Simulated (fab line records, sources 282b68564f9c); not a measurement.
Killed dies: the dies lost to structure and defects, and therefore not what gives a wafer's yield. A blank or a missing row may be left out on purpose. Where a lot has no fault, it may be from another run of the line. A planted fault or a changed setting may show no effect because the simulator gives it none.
fab line records / flow ritCmos
[record] lots = 15 wafers = 45 lastDay = 7
route steps=202 shown NWELL@32
lots that met no fault: from a run of the same line without faults
startH: start of the lot's first displayed wafer, in hours after the record's first day / waitH: time in hours since the lot's previous step / " repeats the value in the row above / L1.1+2: a row that stands for several wafers / - value missing, or start not given / * or withheld: withheld / < > ~ a bound
route shown NAME@n: names a module that has steps shown in the file, with the first one's number in the route / usual: the fault-free wafers' mean and standard deviation / same: alike in all rows / chamber/n: place in a boat / sites: per-site readings / _std_site: the standard deviation of these / _edge_site: mean of outer sites minus mean of inner sites / radiusMm: how far each site lies from the wafer's centre / mask NAME#n: copy n / behind: the most recent tool/chamber to have shaped the wafer / hold: the reason the lot was held/the length of the hold in hours/how it ended / device: names the non-switching transistor (n, p or np) / end of line: the same wafers' tests at the end of the route / a step with no rows: only its recipe / killed: dies that structure and defects cost at the first sort, which is not the same as the wafer's yield / map: per-die view of a wafer (x killed, . not killed, _ where there is no die)
set.NAME: the setting the step ran with; set.NAME@STEP: the setting that earlier step ran with / model.NAME: the simulator's own value behind a step, which no gauge read
a sample of lots followed through the steps of the route, with each step as a table and each wafer as a row
[[steps]]
[step RIT_NWELL_PEB_04]
[recipe] resist = NOVOLAK tempC = withheld timeS = withheld
[usual] chillPlateTempC = * exhaustPa = 44.9/0.94
lot.wafer=L119.1 tool=lithoTrack-02 chamber=0 startH=30.51 waitH=0.1 chillPlateTempC=* exhaustPa=46.4
lot.wafer=L119.2 tool=lithoTrack-02 chamber=0 startH=30.51 waitH=0.1 chillPlateTempC=* exhaustPa=45.6
lot.wafer=L119.3 tool=lithoTrack-02 chamber=0 startH=30.51 waitH=0.1 chillPlateTempC=* exhaustPa=46.1
lot.wafer=L123.1 tool=lithoTrack-03 chamber=0 startH=49.94 waitH=0.1 chillPlateTempC=* exhaustPa=44.1
lot.wafer=L123.2 tool=lithoTrack-03 chamber=0 startH=49.94 waitH=0.1 chillPlateTempC=* exhaustPa=44.1
lot.wafer=L123.6 tool=lithoTrack-03 chamber=0 startH=49.94 waitH=0.1 chillPlateTempC=* exhaustPa=43.8
lot.wafer=L124.2 tool=lithoTrack-02 chamber=0 startH=55.86 waitH=0.1 chillPlateTempC=* exhaustPa=47.3
lot.wafer=L124.4 tool=lithoTrack-02 chamber=0 startH=55.86 waitH=0.1 chillPlateTempC=* exhaustPa=47.3
lot.wafer=L124.5 tool=lithoTrack-02 chamber=0 startH=55.86 waitH=0.1 chillPlateTempC=* exhaustPa=45.2
lot.wafer=L125.3 tool=lithoTrack-03 chamber=- startH=60.46 waitH=0.1 chillPlateTempC=- exhaustPa=-
lot.wafer=L125.5 tool=lithoTrack-03 chamber=- startH=60.46 waitH=0.1 chillPlateTempC=- exhaustPa=-
lot.wafer=L125.6 tool=lithoTrack-03 chamber=- startH=60.46 waitH=0.1 chillPlateTempC=- exhaustPa=-
lot.wafer=L126.1 tool=lithoTrack-01 chamber=- startH=65.37 waitH=0.1 chillPlateTempC=- exhaustPa=-
lot.wafer=L126.4 tool=lithoTrack-01 chamber=- startH=65.37 waitH=0.1 chillPlateTempC=- exhaustPa=-
lot.wafer=L126.6 tool=lithoTrack-01 chamber=- startH=65.37 waitH=0.1 chillPlateTempC=- exhaustPa=-
lot.wafer=L127.2 tool=lithoTrack-02 chamber=- startH=69.85 waitH=0.1 chillPlateTempC=- exhaustPa=-
lot.wafer=L127.5 tool=lithoTrack-02 chamber=- startH=69.85 waitH=0.1 chillPlateTempC=- exhaustPa=-
lot.wafer=L127.6 tool=lithoTrack-02 chamber=- startH=69.85 waitH=0.1 chillPlateTempC=- exhaustPa=-
lot.wafer=L131.3 tool=lithoTrack-02 chamber=0 startH=91.15 waitH=0.1 chillPlateTempC=* exhaustPa=45.9
lot.wafer=L131.5 tool=lithoTrack-02 chamber=0 startH=91.15 waitH=0.1 chillPlateTempC=* exhaustPa=45.4
lot.wafer=L131.6 tool=lithoTrack-02 chamber=0 startH=91.15 waitH=0.1 chillPlateTempC=* exhaustPa=44.8
lot.wafer=L132.2 tool=lithoTrack-02 chamber=0 startH=94.97 waitH=0.1 chillPlateTempC=* exhaustPa=45.2
lot.wafer=L132.4 tool=lithoTrack-02 chamber=0 startH=94.97 waitH=0.1 chillPlateTempC=* exhaustPa=46.7
lot.wafer=L132.6 tool=lithoTrack-02 chamber=0 startH=94.97 waitH=0.1 chillPlateTempC=* exhaustPa=44.9
lot.wafer=L133.3 tool=lithoTrack-03 chamber=0 startH=100.67 waitH=0.1 chillPlateTempC=* exhaustPa=43.9
lot.wafer=L133.4 tool=lithoTrack-03 chamber=0 startH=100.67 waitH=0.1 chillPlateTempC=* exhaustPa=43.6
lot.wafer=L133.6 tool=lithoTrack-03 chamber=0 startH=100.67 waitH=0.1 chillPlateTempC=* exhaustPa=43.3
lot.wafer=L134.2 tool=lithoTrack-02 chamber=0 startH=104.93 waitH=0.1 chillPlateTempC=* exhaustPa=43.7
lot.wafer=L134.5 tool=lithoTrack-02 chamber=0 startH=104.93 waitH=0.1 chillPlateTempC=* exhaustPa=43.5
lot.wafer=L134.6 tool=lithoTrack-02 chamber=0 startH=104.93 waitH=0.1 chillPlateTempC=* exhaustPa=46.1
lot.wafer=L135.3 tool=lithoTrack-01 chamber=0 startH=110.84 waitH=0.1 chillPlateTempC=* exhaustPa=44.1
lot.wafer=L135.5 tool=lithoTrack-01 chamber=0 startH=110.84 waitH=0.1 chillPlateTempC=* exhaustPa=44.3
lot.wafer=L135.6 tool=lithoTrack-01 chamber=0 startH=110.84 waitH=0.1 chillPlateTempC=* exhaustPa=44.3
lot.wafer=L137.2 tool=lithoTrack-01 chamber=0 startH=120.41 waitH=0.1 chillPlateTempC=* exhaustPa=45.8
lot.wafer=L137.3 tool=lithoTrack-01 chamber=0 startH=120.41 waitH=0.1 chillPlateTempC=* exhaustPa=45.1
lot.wafer=L137.5 tool=lithoTrack-01 chamber=0 startH=120.41 waitH=0.1 chillPlateTempC=* exhaustPa=45.5
lot.wafer=L138.2 tool=lithoTrack-03 chamber=0 startH=125.14 waitH=0.1 chillPlateTempC=* exhaustPa=45.7
lot.wafer=L138.3 tool=lithoTrack-03 chamber=0 startH=125.14 waitH=0.1 chillPlateTempC=* exhaustPa=45.1
lot.wafer=L138.6 tool=lithoTrack-03 chamber=0 startH=125.14 waitH=0.1 chillPlateTempC=* exhaustPa=47.3
lot.wafer=L139.1 tool=lithoTrack-01 chamber=0 startH=130.79 waitH=0.1 chillPlateTempC=* exhaustPa=43.9
lot.wafer=L139.3 tool=lithoTrack-01 chamber=0 startH=130.79 waitH=0.1 chillPlateTempC=* exhaustPa=44.6
lot.wafer=L139.4 tool=lithoTrack-01 chamber=0 startH=130.79 waitH=0.1 chillPlateTempC=* exhaustPa=43.2
lot.wafer=L140.1 tool=lithoTrack-02 chamber=0 startH=135.01 waitH=0.1 chillPlateTempC=* exhaustPa=45.8
lot.wafer=L140.2 tool=lithoTrack-02 chamber=0 startH=135.01 waitH=0.1 chillPlateTempC=* exhaustPa=44.5
lot.wafer=L140.3 tool=lithoTrack-02 chamber=0 startH=135.01 waitH=0.1 chillPlateTempC=* exhaustPa=45.2
[[key]]
[firstSign] step = RIT_NWELL_PEB_04 reading = toolRecord direction = missing
effect none on later readings
metAt RIT_NWELL_PEB_04
struckLots L125,L126,L127
sortLeftOut L125.3,L125.5,L125.6,L126.1,L126.4,L126.6,L127.2,L127.5,L127.6
testerLeftOut L125,L126,L127
onsetBetween 55.86 60.46
[fault] kind = skippedStepWhole tool = lithoTrack-01,lithoTrack-02,lithoTrack-03 chamber = - onsetH = 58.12 steps = RIT_NWELL_PEB_04 scope = struckLotsOnly
// testerLeftOut: of these lots the tester's yield and bins aren't shown, on N5 and GAA mostly nor the transistor test; their killed dies are dies lost to structure and defects alone, not to doping, threshold or leakage, so they don't give the yield
// sortLeftOut: the simulated sort isn't trusted on such a fault, so these wafers' sort isn't shown, and their yield isn't known
